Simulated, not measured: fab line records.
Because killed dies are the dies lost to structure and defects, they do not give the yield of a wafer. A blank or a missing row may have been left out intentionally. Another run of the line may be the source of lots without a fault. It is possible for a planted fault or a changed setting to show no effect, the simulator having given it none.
Chamber matching | flow berkeleyCmos170 | 3 sister chambers for UCB170_FIELD_WET_ETCH_05 on wetBench-02
The step etches Si3N4 in H3PO4, time 12600 s. 14 wafers are shown with their chamber, then 7 later ones without.

## WAFERS WITH THEIR CHAMBER
wafer  | chamber | runLengthS (s) | bathHeatDutyPct (%)
L178.2 | 0       | 12636          | 26.6
L178.4 | 0       | 12636          | 26.8
L178.5 | 0       | 12636          | 25.4
L179.1 | 1       | 12633          | 30.8
L179.3 | 1       | 12633          | 31.3
L179.6 | 1       | 12633          | 29.1
L180.1 | 0       | 12635          | 28.3
L180.5 | 0       | 12635          | 27.8
L180.6 | 0       | 12635          | 26.2
L181.3 | 0       | 12635          | 25.6
L181.4 | 0       | 12635          | 27.6
L181.5 | 0       | 12635          | 25.5
L182.2 | 2       | 12632          | 30.2
L182.4 | 2       | 12632          | 28.3

SIGNATURES, as means of the wafers listed above
reading         | chamber 0 | chamber 1 | chamber 2 | scatter within a chamber
runLengthS      | 12635.33  | 12633.00  | 12632.00  | 0.426
bathHeatDutyPct | 26.644    | 30.400    | 29.250    | 1.11
Rule: distance of a wafer from a chamber = root of the sum over the readings of ((wafer's reading minus chamber's mean) / reading's scatter) squared. If the next closest chamber is less than 2 further off than the closest, the wafer can't be placed; otherwise it belongs to the closest. How the scatter is found: for the shown wafers, subtract from each reading the mean of its chamber, square and add these, divide the total by (wafers less chambers), then take the root.

## WAFERS WITHOUT THEIR CHAMBER
wafer  | runLengthS (s) | bathHeatDutyPct (%)
L182.5 | 12632          | 29.8
L183.2 | 12633          | 31.7
L183.3 | 12633          | 31.4
L183.5 | 12633          | 28.5
L196.4 | 12636          | 28.4
L196.5 | 12636          | 26.8
L196.6 | 12636          | 27.1

## CHAMBER TAKEN BY EACH
wafer  | from the rows above     | in truth
L182.5 | can't be placed: 2 or 1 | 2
L183.2 | 1                       | 1
L183.3 | 1                       | 1
L183.5 | can't be placed: 1 or 2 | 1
L196.4 | 0                       | 0
L196.5 | 0                       | 0
L196.6 | 0                       | 0
Correct placement for 5 of the 7. From these rows, 2 cannot be placed; in 2 the true chamber is one of the candidates. 0 placed wrongly.
